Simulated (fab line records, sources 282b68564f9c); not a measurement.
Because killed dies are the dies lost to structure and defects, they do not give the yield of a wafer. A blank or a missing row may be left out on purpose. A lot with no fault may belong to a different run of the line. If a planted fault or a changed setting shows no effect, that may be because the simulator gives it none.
Comparing a struck lot with a sound one / flow ritCmos / 27 out of 202 route steps
Sound: the wafers L995.1, L995.2, L995.6. The struck wafers were L102.2, L102.3, L102.4. At the end, the cause is stated.
Per side, at each step with rows, come the tool, then ch with its chambers, and then its first start. Under that, the readings that differ: sound wafers / struck wafers / difference of the means / sigmas: that difference in standard deviations of wafers without a fault.
alike: a reading whose means differ by less than 2 such deviations, as well as words and numbers matching on both sides. not compared: withheld readings; readings where some wafer has no value; bounds like >300 that might hide an equal value; numbers whose values overlap and for which the record gives no deviation.
The two part at a step that has a row with sigmas, a row that says differs or no value, or rows on one side only. Non-overlapping numbers with no deviation appear without sigmas and do not part them. A reading missing from all wafers of one side parts the sides only when that side holds two or more wafers.

RIT_ACTIVE_BOW_MEAS_00:
  sound: filmMetro-03 at day 1 10:00; struck: filmMetro-02 at day 2 21:04
  alike: INCOMING_BOW
then, 1 step without rows for these wafers: RIT_ACTIVE_OXIDATION_01 (target thk 46.8 nm, ox time 3360 s).
RIT_ACTIVE_THK_MEAS_02:
  sound: filmMetro-01 at day 1 12:03; struck: filmMetro-02 at day 3 00:47
  alike: ACTIVE_OXIDE_THK
RIT_ACTIVE_CVD_03: deposits Si3N4 from SiH2Cl2/NH3, target thk 150 nm, time 1500 s.
  sound on lpcvd-02 ch 1, day 1 12:07; struck on lpcvd-02 ch 0, day 3 00:50
reading=spikeTcCentreC (C); sound=809.9 811.3 809.0; struck=800.5 799.4 799.5; difference=-10.3; sigmas=-7
reading=spikeTcLoadC (C); sound=836.1 834.0 832.4; struck=822.0 821.4 820.1; difference=-13.0; sigmas=-6
reading=spikeTcSourceC (C); sound=834.4 835.7 835.1; struck=819.7 820.6 817.8; difference=-15.7; sigmas=-7
reading=susceptorTempC (C); sound=810.3 810.5 809.9; struck=796.3 795.8 796.0; difference=-14.2; sigmas=-38
reading=model.Si3N4_of_ACTIVE_CVD_03.thkNm (nm); sound=150.4 149.5 150.2; struck=117 116.7 116.5; difference=-33; sigmas=
  alike: zonePowerCentrePct
RIT_ACTIVE_THK_MEAS_04:
  sound: filmMetro-03 at day 1 13:32; struck: filmMetro-02 at day 3 02:16
reading=ACTIVE_NITRIDE_THK (nm); sound=150.4 149.5 150.1; struck=117.0 116.7 116.5; difference=-33.3; sigmas=-26
then, 6 steps without rows for these wafers: RIT_ACTIVE_HMDS_05 (prime time 60 s); RIT_ACTIVE_COAT_06 (resist thk 1000 nm); RIT_ACTIVE_SOFTBAKE_07 (time 60 s); RIT_ACTIVE_EXPOSE_08 (exposes mask M1, target cd 1400 nm); RIT_ACTIVE_PEB_09; RIT_ACTIVE_DEVELOP_10 (develop time 50 s).
RIT_ACTIVE_CD_MEAS_11: the cd target is 1400 nm.
  sound: cdSem-02 at day 1 14:34; struck: cdSem-02 at day 3 03:18
  alike: cdNm
then, 1 step without rows for these wafers: RIT_ACTIVE_HARDBAKE_12 (time 60 s).
RIT_ACTIVE_ETCH_13: etches Si3N4 in SF6, stops on SiO2, time 210 s, target depth 210 nm.
  sound on rieDiel-03 ch 0,1,3, day 1 14:50; struck on rieDiel-02 ch 0,1,2, day 3 03:33
reading=oesProductAu (a.u.); sound=0.838 0.839 0.828; struck=0.723 0.739 0.747; difference=-0.099; sigmas=-7
reading=model.etch.depthNm (nm); sound=150.4 149.5 150.2; struck=117 116.7 116.5; difference=-33; sigmas=
reading=model.ACTIVE.featureDepthNm (nm); sound=150.4 149.6 150.2; struck=119.7 117 118.2; difference=-31.8; sigmas=
  alike: drypumpMotorCurrentA, throttleValvePct
  not compared: rfHoursCounterH
RIT_ACTIVE_STRIP_14: strips in O2, time 180 s.
  sound on plasmaAsher-01 ch 0,1, day 1 14:58; struck on plasmaAsher-01 ch 0,1, day 3 03:41
  alike: drypumpMotorCurrentA
  not compared: rfHoursCounterH
RIT_ACTIVE_CD_MEAS_90: the cd target is 1400 nm.
  sound: cdSem-01 at day 1 15:08; struck: cdSem-01 at day 3 03:53
  alike: cdNm
then, 4 steps without rows for these wafers: RIT_ACTIVE_CLEAN_15 (cleans in SC1, time 600 s); RIT_ACTIVE_CLEAN_16 (cleans in dHF, time 30 s); RIT_ACTIVE_CLEAN_17 (cleans in SC2, time 600 s); RIT_FOX1_OXIDATION_00 (target thk 350.7 nm, ox time 1130 s).
RIT_FOX1_THK_MEAS_01:
  sound: filmMetro-04 at day 1 17:12; struck: filmMetro-04 at day 3 07:46
  alike: FOX1_OXIDE_THK
then, 2 steps without rows for these wafers: RIT_FOX1_WET_ETCH_02 (etches SiO2 in BOE, target depth 350 nm, time 390 s); RIT_FOX2_OXIDATION_00 (target thk 350.7 nm, ox time 1130 s).
RIT_FOX2_THK_MEAS_01:
  sound: filmMetro-04 at day 1 18:42; struck: filmMetro-04 at day 3 09:15
reading=FOX2_OXIDE_THK (nm); sound=326 327 329; struck=352 343 351; difference=+21; sigmas=+3
RIT_FOX2_CLEAN_02: cleans in dHF, time 180 s.
  sound on wetBench-01 ch 2, day 1 18:46; struck on wetBench-01 ch 2, day 3 09:18
reading=model.Si3N4_of_ACTIVE_CVD_03.thkNm (nm); sound=131.2 130.2 130.9; struck=97.62 97.29 97.07; difference=-33.44; sigmas=
then, 1 step without rows for these wafers: RIT_FOX2_WET_ETCH_03 (etches Si3N4 in H3PO4, target depth 195 nm, time 2700 s).
RIT_M1_PROBE_99:
  sound: prober-01 at day 3 10:49; struck: prober-02 at day 5 01:38
reading=model.etest.pldd.widthNm (nm); sound=3189 3189 3177; struck=3120 3131 3111; difference=-64; sigmas=
reading=model.etest.nldd.widthNm (nm); sound=3182 3189 3179; struck=3120 3117 3081; difference=-77; sigmas=
reading=model.etest.pplusSal.widthNm (nm); sound=3460 3455 3428; struck=3407 3416 3399; difference=-40; sigmas=
reading=model.etest.nplusSal.widthNm (nm); sound=3450 3447 3449; struck=3405 3412 3403; difference=-42; sigmas=
  alike: killedAtFrontEnd, killedDies, killedOpen, killedShort

WHERE THEY PART
Earliest at RIT_ACTIVE_CVD_03; latest, in this record, at RIT_FOX2_THK_MEAS_01. Later steps at which nothing parts them and some readings are alike: RIT_M1_PROBE_99.

WHY: what had been put in by the simulator
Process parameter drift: lpcvd-02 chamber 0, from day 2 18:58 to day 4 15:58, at RIT_ACTIVE_CVD_03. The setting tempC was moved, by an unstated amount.
